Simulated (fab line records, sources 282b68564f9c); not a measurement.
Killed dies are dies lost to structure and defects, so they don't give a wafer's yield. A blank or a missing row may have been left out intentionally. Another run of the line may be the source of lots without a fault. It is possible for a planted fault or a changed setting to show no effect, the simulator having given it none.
Which tool was responsible? || flow rit cmos || at 1 step of a route of 202, 7 lots with 21 wafers sampled

== WHAT EACH GAUGE READ, for each wafer ==
RIT_WELLDRIVE_RS_MEAS_01: measures by four-point-probe.
{"lot": "L319", "measured": "day 2 15:34", "on": "film metro-03", "NWELL_RS (ohm/sq)": "277.0 276.2 276.4"}
{"lot": "L322", "measured": "day 3 06:43", "on": "film metro-01", "NWELL_RS (ohm/sq)": "274.5 274.1 274.0"}
{"lot": "L331", "measured": "day 5 03:48", "on": "film metro-04", "NWELL_RS (ohm/sq)": "275.8 276.2 277.4"}
{"lot": "L334", "measured": "day 5 19:30", "on": "film metro-03", "NWELL_RS (ohm/sq)": "276.1 276.0 276.6"}
{"lot": "L336", "measured": "day 6 13:14", "on": "film metro-03", "NWELL_RS (ohm/sq)": "274.7 274.9 274.7"}
{"lot": "L338", "measured": "day 6 18:28", "on": "film metro-01", "NWELL_RS (ohm/sq)": "274.8 275.2 275.7"}
{"lot": "L340", "measured": "day 7 03:13", "on": "film metro-01", "NWELL_RS (ohm/sq)": "274.1 274.7 274.2"}

== WHICH TOOL RAN EACH LOT (tool, then ch and the chambers of the sampled wafers, then the start) ==
Record: no process step prior to these readings.

== THE ANSWER, worked out from the rows above alone ==
Rule: what is usual is taken from the lots themselves. The widest of any qualifying gaps counts: lots, ordered by their means at a reading, are off when they make up no more than a third of the lots, leave a main group of 4 or more, and stand apart from it by 3 or more times the standard deviation of that group's means. Not used: any main group whose means are identical at the precision the tables above print for the reading. A lot without any number at a reading at which 4 lots or more have one is off too. Where the step has rows for the other lots, those lots are counted as sound.
No lot is off on any of the readings shown, so nothing can be concluded from this.

== WHAT HAD BEEN PUT IN BY THE SIMULATOR ==
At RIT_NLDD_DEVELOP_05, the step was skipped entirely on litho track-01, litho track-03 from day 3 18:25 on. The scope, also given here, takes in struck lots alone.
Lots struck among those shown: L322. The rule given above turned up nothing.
